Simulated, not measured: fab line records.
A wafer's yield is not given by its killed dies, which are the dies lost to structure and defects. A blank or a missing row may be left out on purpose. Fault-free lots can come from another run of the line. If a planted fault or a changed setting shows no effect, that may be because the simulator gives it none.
fab line records -- flow berkeley_cmos170
record lots=15, wafers=45, last_day=12
route steps=331 shown GATE@142 SPACER@174 NSD@193 BACKSIDE@202
lots that met no fault: taken from a fault-free run of the same line
start_h: the number of hours between the record's first day and the start of the first shown wafer of the lot -- wait_h: hours elapsed since this lot's preceding step -- " as in the row above -- L1.1+2: one row covering several wafers at once -- - either no value or no given start -- * or withheld: withheld -- < > ~ a bound
route shown NAME@n: NAME is a module with steps in the file, n the number in the route of the first one -- usual: mean/standard deviation taken from wafers without a fault -- same: alike in all rows -- chamber/n: place in a boat -- sites: readings site by site -- _std_site: standard deviation of those values -- _edge_site: inner sites' mean taken away from outer sites' mean -- radius_mm: for every site, how far away it sits from the centre of the wafer -- mask NAME#n: copy n -- behind: tool/chamber where the wafer was last shaped -- hold: cause of the lot's hold/its duration in hours/its outcome -- device: whichever transistor did not switch (one of n, p or np) -- end of line: at the end of the route, the tests of the same wafers -- where a step has no rows: the recipe by itself -- killed: dies lost to structure and defects at the first sort, not the wafer's yield -- map: shows each die of a wafer: x if killed, . if not, _ if none is there
set.NAME: the run value of the setting; set.NAME@STEP: its run value at that earlier step -- model.NAME: the simulator's own value behind a step, which no gauge read
one table for each step of the route and one row for each wafer, over a sample of lots
services: a tool's chamber out of use, with start hour (start_h, from the record's first day; less than 0 if before it), hours out, and reason
## steps
# step UCB170_GATE_STRIP_16
# recipe chemistry=O2, power_w=400, pressure_mtorr=3500, platen_temp_c=withheld, o2_flow_sccm=400, overash_fraction=0.5
# usual drypump_motor_current_A=5.6/0.42, oes_product_au=0.724/0.0041
# same overash_fraction=0.5
lot.wafer,tool,chamber,start_h,wait_h,drypump_motor_current_A,oes_product_au,rf_hours_counter_h
L511.2,plasma_asher-01,0,113.20,0.0,5.2,0.727,41
L511.3,plasma_asher-01,1,113.20,0.0,5.8,0.726,-
L511.6,plasma_asher-01,1,113.20,0.0,5.8,0.727,-
L513.1,plasma_asher-02,1,124.83,0.0,6.1,0.723,1
L513.3,plasma_asher-02,0,124.83,0.0,5.9,0.722,-
L513.6,plasma_asher-02,0,124.83,0.0,5.9,0.726,-
L514.1,plasma_asher-02,0,134.40,0.0,5.9,0.730,2
L514.2,plasma_asher-02,1,134.40,0.0,6.1,0.718,2
L514.6,plasma_asher-02,1,134.40,0.0,6.2,0.734,-
L515.3,plasma_asher-04,1,138.95,0.1,4.9,0.724,-
L515.4,plasma_asher-04,0,138.95,0.1,5.3,0.726,-
L515.6,plasma_asher-04,0,138.95,0.1,5.2,0.723,-
L517.1,plasma_asher-02,1,150.43,0.0,6.1,0.721,4
L517.3,plasma_asher-02,0,150.43,0.0,5.8,0.729,-
L517.4,plasma_asher-02,1,150.43,0.0,6.1,0.721,-
L516.2,plasma_asher-04,1,150.55,0.0,4.9,0.725,34
L516.3,plasma_asher-04,1,150.55,0.0,4.9,0.721,-
L516.4,plasma_asher-04,0,150.55,0.0,5.2,0.720,-
L518.3,plasma_asher-02,0,154.29,0.1,5.9,0.722,-
L518.4,plasma_asher-02,1,154.29,0.1,6.1,0.719,-
L518.5,plasma_asher-02,0,154.29,0.1,5.9,0.730,-
L523.3,plasma_asher-01,1,189.53,0.1,5.8,0.727,-
L523.5,plasma_asher-01,1,189.53,0.1,5.8,0.729,-
L523.6,plasma_asher-01,0,189.53,0.1,5.2,0.723,-
L527.2,plasma_asher-01,0,197.94,0.0,5.2,0.719,50
L527.3,plasma_asher-01,1,197.94,0.0,5.8,0.726,-
L527.5,plasma_asher-01,1,197.94,0.0,5.8,0.717,-
L526.1,plasma_asher-02,0,209.28,0.0,5.9,0.718,8
L526.2,plasma_asher-02,1,209.28,0.0,6.2,0.718,8
L526.3,plasma_asher-02,1,209.28,0.0,6.1,0.722,-
L528.1,plasma_asher-02,1,221.74,0.0,6.2,0.721,10
L528.5,plasma_asher-02,1,221.74,0.0,6.2,0.724,-
L528.6,plasma_asher-02,0,221.74,0.0,5.8,0.725,-
L530.2,plasma_asher-04,1,222.29,0.0,4.9,0.734,40
L530.4,plasma_asher-04,0,222.29,0.0,5.2,0.723,-
L530.6,plasma_asher-04,1,222.29,0.0,4.9,0.729,-
L532.1,plasma_asher-02,0,222.42,0.0,5.9,0.725,10
L532.4,plasma_asher-02,0,222.42,0.0,5.9,0.720,-
L532.6,plasma_asher-02,1,222.42,0.0,6.1,0.722,-
L534.2,plasma_asher-01,0,238.05,0.0,5.2,0.721,55
L534.5,plasma_asher-01,0,238.05,0.0,5.2,0.726,-
L534.6,plasma_asher-01,1,238.05,0.0,5.8,0.725,-
L533.1,plasma_asher-02,1,238.27,0.0,6.2,0.726,12
L533.4,plasma_asher-02,0,238.27,0.0,5.8,0.725,-
L533.5,plasma_asher-02,0,238.27,0.0,5.8,0.728,-
# step UCB170_SPACER_ETCHBACK_03
# recipe stop_on=Si, target=SiO2, chemistry=CHF3/CF4/Ar, CHF3_flow_sccm=50, cf4_flow_sccm=10, Ar_flow_sccm=120, pressure_mtorr=200, rf_w=500, target_depth_a=3760, time_s=100
# usual CHF3_flow_sccm=50.01/0.17, cf4_flow_sccm=10.00/0.031, drypump_motor_current_A=5.9/0.31, oes_product_au=0.902/0.017, throttle_valve_pct=6.48/0.12
lot.wafer,tool,chamber,start_h,wait_h,CHF3_flow_sccm,cf4_flow_sccm,drypump_motor_current_A,oes_product_au,rf_hours_counter_h,throttle_valve_pct
L511.2,rie_diel-04,2,122.01,0.0,49.82,9.97,6.2,0.910,151,6.65
L511.3,rie_diel-04,3,122.01,0.0,50.15,9.97,5.5,0.934,7,6.55
L511.6,rie_diel-04,3,122.01,0.0,50.13,9.96,5.5,0.945,-,6.53
L513.1,rie_diel-03,1,132.61,0.0,50.06,10.00,5.9,0.896,21,6.58
L513.3,rie_diel-03,2,132.61,0.0,49.83,10.01,6.1,0.895,13,6.36
L513.6,rie_diel-03,2,132.61,0.0,49.95,10.03,6.1,0.909,-,6.38
L514.1,rie_diel-02,2,142.79,0.0,-,-,-,-,-,-
L514.2,rie_diel-02,3,142.79,0.0,-,-,-,-,-,-
L514.6,rie_diel-02,1,142.79,0.0,-,-,-,-,-,-
L515.3,rie_diel-03,0,147.54,0.0,-,-,-,-,-,-
L515.4,rie_diel-03,1,147.54,0.0,-,-,-,-,-,-
L515.6,rie_diel-03,0,147.54,0.0,-,-,-,-,-,-
L517.1,rie_diel-04,2,157.84,0.0,-,-,-,-,-,-
L517.3,rie_diel-04,3,157.84,0.0,-,-,-,-,-,-
L517.4,rie_diel-04,0,157.84,0.0,-,-,-,-,-,-
L516.2,rie_diel-03,0,162.35,0.0,50.19,10.04,6.2,0.870,74,6.33
L516.3,rie_diel-03,2,162.35,0.0,49.97,10.00,6.1,0.878,14,6.35
L516.4,rie_diel-03,1,162.35,0.0,50.43,10.03,5.9,0.899,22,6.59
L518.3,rie_diel-02,1,162.35,0.0,49.94,9.97,6.2,0.878,42,6.39
L518.4,rie_diel-02,0,162.35,0.0,49.67,10.04,5.3,0.916,18,6.65
L518.5,rie_diel-02,0,162.35,0.0,49.80,10.06,5.3,0.891,-,6.65
L523.3,rie_diel-04,2,199.13,0.0,50.13,10.02,6.2,0.915,0,6.62
L523.5,rie_diel-04,2,199.13,0.0,50.03,10.05,6.2,0.916,-,6.64
L523.6,rie_diel-04,3,199.13,0.0,49.88,10.02,5.5,0.951,-,6.55
L527.2,rie_diel-03,3,208.23,0.0,49.86,10.00,6.0,0.881,2,6.34
L527.3,rie_diel-03,1,208.23,0.0,50.07,10.01,5.9,0.882,-,6.57
L527.5,rie_diel-03,3,208.23,0.0,49.77,9.99,6.0,0.889,-,6.36
L526.1,rie_diel-04,1,216.58,0.0,49.92,10.04,5.4,0.894,88,6.42
L526.2,rie_diel-04,3,216.58,0.0,49.91,9.99,5.5,0.926,12,6.55
L526.3,rie_diel-04,0,216.58,0.0,50.08,9.96,5.8,0.896,9,6.66
L528.1,rie_diel-04,3,233.14,0.0,50.31,9.95,5.5,0.928,13,6.54
L528.5,rie_diel-04,2,233.14,0.0,50.16,9.99,6.2,0.901,-,6.64
L528.6,rie_diel-04,3,233.14,0.0,50.28,9.97,5.5,0.939,-,6.55
L530.2,rie_diel-04,1,233.21,0.1,49.86,9.98,5.5,0.886,89,6.45
L530.4,rie_diel-04,2,233.21,0.1,49.82,10.01,6.2,0.910,2,6.62
L530.6,rie_diel-04,0,233.21,0.1,49.92,9.94,5.8,0.902,-,6.64
L532.1,rie_diel-03,3,233.21,0.1,50.08,9.98,6.0,0.901,3,6.37
L532.4,rie_diel-03,0,233.21,0.1,49.79,10.00,6.3,0.897,76,6.34
L532.6,rie_diel-03,1,233.21,0.1,49.90,10.02,5.9,0.904,-,6.58
L533.1,rie_diel-03,2,247.06,0.0,50.02,9.96,6.1,0.898,16,6.36
L533.4,rie_diel-03,2,247.06,0.0,49.93,10.00,6.1,0.911,-,6.36
L533.5,rie_diel-03,3,247.06,0.0,50.01,10.02,5.9,0.901,-,6.36
L534.2,rie_diel-03,1,247.14,0.1,50.28,10.01,5.9,0.891,26,6.57
L534.5,rie_diel-03,2,247.14,0.1,50.09,9.98,6.1,0.907,-,6.36
L534.6,rie_diel-03,3,247.14,0.1,50.19,10.06,6.0,0.909,-,6.37
# step UCB170_NSD_CD_MEAS_06
# recipe target_cd_nm=1200
# usual cd_nm=1199.8/1.3
lot.wafer,tool,chamber,start_h,wait_h,cd_nm
L511.2,cd_sem-01,-,126.81,-,1199.7
L511.3,cd_sem-01,-,126.81,-,1199.7
L511.6,cd_sem-01,-,126.81,-,1200.0
L513.1,cd_sem-02,-,137.78,-,1202.4
L513.3,cd_sem-02,-,137.78,-,1201.9
L513.6,cd_sem-02,-,137.78,-,1201.7
L516.2,cd_sem-01,-,164.89,-,1198.9
L516.3,cd_sem-01,-,164.89,-,1198.3
L516.4,cd_sem-01,-,164.89,-,1198.6
L518.3,cd_sem-01,-,165.50,-,1199.4
L518.4,cd_sem-01,-,165.50,-,1200.4
L518.5,cd_sem-01,-,165.50,-,1200.3
L523.3,cd_sem-01,-,202.45,-,1200.9
L523.5,cd_sem-01,-,202.45,-,1200.6
L523.6,cd_sem-01,-,202.45,-,1202.4
L527.2,cd_sem-02,-,211.47,-,1198.8
L527.3,cd_sem-02,-,211.47,-,1198.2
L527.5,cd_sem-02,-,211.47,-,1198.3
L526.1,cd_sem-02,-,220.11,-,1198.9
L526.2,cd_sem-02,-,220.11,-,1198.5
L526.3,cd_sem-02,-,220.11,-,1198.5
L528.1,cd_sem-01,-,236.48,-,1200.1
L528.5,cd_sem-01,-,236.48,-,1200.3
L528.6,cd_sem-01,-,236.48,-,1198.1
L530.2,cd_sem-02,-,237.50,-,1199.6
L530.4,cd_sem-02,-,237.50,-,1200.3
L530.6,cd_sem-02,-,237.50,-,1199.7
L532.1,cd_sem-02,-,237.75,-,1199.8
L532.4,cd_sem-02,-,237.75,-,1199.9
L532.6,cd_sem-02,-,237.75,-,1199.5
L533.1,cd_sem-01,-,253.97,-,1200.9
L533.4,cd_sem-01,-,253.97,-,1198.6
L533.5,cd_sem-01,-,253.97,-,1199.8
L534.2,cd_sem-01,-,254.11,-,1197.5
L534.5,cd_sem-01,-,254.11,-,1197.3
L534.6,cd_sem-01,-,254.11,-,1196.5
# step UCB170_BACKSIDE_STRIP_03
# recipe chemistry=O2, power_w=400, pressure_mtorr=3500, platen_temp_c=withheld, o2_flow_sccm=400, overash_fraction=0.5
# usual drypump_motor_current_A=6.0/0.58, oes_product_au=0.735/0.0045, strip_time_to_endpoint_s=21.99/0.063
# same overash_fraction=0.5
lot.wafer,tool,chamber,start_h,wait_h,drypump_motor_current_A,oes_product_au,rf_hours_counter_h,strip_time_to_endpoint_s
L511.2,plasma_asher-03,1,128.22,0.1,6.8,0.732,41,21.91
L511.3,plasma_asher-03,1,128.22,0.1,6.8,0.728,-,21.95
L511.6,plasma_asher-03,0,128.22,0.1,6.3,0.735,-,21.84
L513.1,plasma_asher-02,0,139.13,0.1,5.9,0.734,3,21.99
L513.3,plasma_asher-02,1,139.13,0.1,6.1,0.741,-,21.99
L513.6,plasma_asher-02,0,139.13,0.1,5.9,0.734,-,22.06
L516.2,plasma_asher-04,0,166.11,0.1,5.2,0.731,35,22.04
L516.3,plasma_asher-04,0,166.11,0.1,5.2,0.731,-,21.99
L516.4,plasma_asher-04,1,166.11,0.1,4.9,0.729,-,21.95
L518.3,plasma_asher-03,0,166.60,0.1,6.3,0.722,-,22.03
L518.4,plasma_asher-03,1,166.60,0.1,6.8,0.736,-,22.04
L518.5,plasma_asher-03,1,166.60,0.1,6.8,0.733,-,22.04
L523.3,plasma_asher-03,0,203.53,0.1,6.3,0.744,-,21.90
L523.5,plasma_asher-03,1,203.53,0.1,6.8,0.732,-,21.89
L523.6,plasma_asher-03,0,203.53,0.1,6.2,0.739,-,21.79
L527.2,plasma_asher-04,0,212.81,0.1,5.2,0.741,39,22.00
L527.3,plasma_asher-04,0,212.81,0.1,5.2,0.736,-,21.96
L527.5,plasma_asher-04,1,212.81,0.1,4.9,0.729,-,21.96
L526.1,plasma_asher-04,1,221.91,0.1,4.9,0.731,40,21.98
L526.2,plasma_asher-04,0,221.91,0.1,5.2,0.736,40,22.02
L526.3,plasma_asher-04,1,221.91,0.1,4.9,0.742,-,22.08
L528.1,plasma_asher-02,0,237.57,0.1,5.8,0.733,12,21.94
L528.5,plasma_asher-02,0,237.57,0.1,5.9,0.730,-,21.99
L528.6,plasma_asher-02,1,237.57,0.1,6.1,0.742,-,22.01
L530.2,plasma_asher-02,0,238.98,0.1,5.9,0.733,12,22.00
L530.4,plasma_asher-02,0,238.98,0.1,5.9,0.733,-,22.00
L530.6,plasma_asher-02,1,238.98,0.1,6.2,0.736,-,21.92
L532.1,plasma_asher-04,0,239.01,0.1,5.2,0.733,42,22.00
L532.4,plasma_asher-04,1,239.01,0.1,4.9,0.729,-,21.92
L532.6,plasma_asher-04,0,239.01,0.1,5.2,0.732,-,22.02
L533.1,plasma_asher-03,0,255.08,0.1,6.3,0.740,55,21.96
L533.4,plasma_asher-03,1,255.08,0.1,6.8,0.727,-,22.03
L533.5,plasma_asher-03,1,255.08,0.1,6.7,0.739,-,22.01
L534.2,plasma_asher-02,1,255.18,0.1,6.1,0.731,14,22.02
L534.5,plasma_asher-02,0,255.18,0.1,5.9,0.737,-,21.99
L534.6,plasma_asher-02,1,255.18,0.1,6.1,0.747,-,21.98
## services
tool,chamber,start_h,hours,kind
plasma_asher-04,-,92.19,0.9,repair
plasma_asher-02,-,108.75,9.0,pm
plasma_asher-02,0,108.75,9.0,vent_cycle
rie_diel-03,0,109.40,4.1,repair
rie_diel-04,0,113.70,14.8,repair
plasma_asher-03,-,118.09,1.4,repair
rie_diel-03,-,137.14,0.6,repair
rie_diel-03,2,147.36,14.1,repair
rie_diel-03,-,147.61,2.8,pm
plasma_asher-02,-,163.56,12.4,repair
plasma_asher-01,-,169.20,2.8,pm
rie_diel-03,0,182.26,11.1,repair
rie_diel-03,2,182.71,29.7,repair
rie_diel-04,0,192.82,5.3,repair
plasma_asher-03,-,192.85,1.3,repair
plasma_asher-01,-,195.90,1.2,repair
rie_diel-02,3,199.01,25.2,repair
rie_diel-03,0,207.66,4.1,repair
plasma_asher-04,-,209.00,3.8,repair
rie_diel-03,3,210.18,8.8,repair
plasma_asher-03,-,218.75,5.6,repair
rie_diel-03,0,234.44,15.5,repair
plasma_asher-01,-,239.30,0.8,repair
plasma_asher-02,-,239.67,2.8,pm
## key
first_sign step=UCB170_SPACER_ETCHBACK_03, reading=tool_record, direction=missing
effect none on later readings
met_at UCB170_SPACER_ETCHBACK_03
struck_lots L514,L515,L517
later_rows_left_out L514.1,L514.2,L514.6,L515.3,L515.4,L515.6,L517.1,L517.3,L517.4
sort_left_out L514.1,L514.2,L514.6,L515.3,L515.4,L515.6,L517.1,L517.3,L517.4
tester_left_out L514,L515,L517
not_acting_at UCB170_GATE_STRIP_16,UCB170_NSD_CD_MEAS_06,UCB170_BACKSIDE_STRIP_03
onset_between 132.61 142.79
fault kind=skipped_step_whole, tool=rie_diel-02,rie_diel-03,rie_diel-04, chamber=-, onset_h=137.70, steps=UCB170_SPACER_ETCHBACK_03, scope=struck_lots_only
# tester_left_out: of these lots the tester's yield and bins aren't shown, on N5 and GAA mostly nor the transistor test; their killed dies are dies lost to structure and defects alone, not to doping, threshold or leakage, so they don't give the yield
# sort_left_out: the simulated sort isn't trusted on such a fault, so these wafers' sort isn't shown, and their yield isn't known
# later_rows_left_out: the simulator's readings of these wafers behind a module that went badly wrong aren't trusted and aren't shown, but for the sort
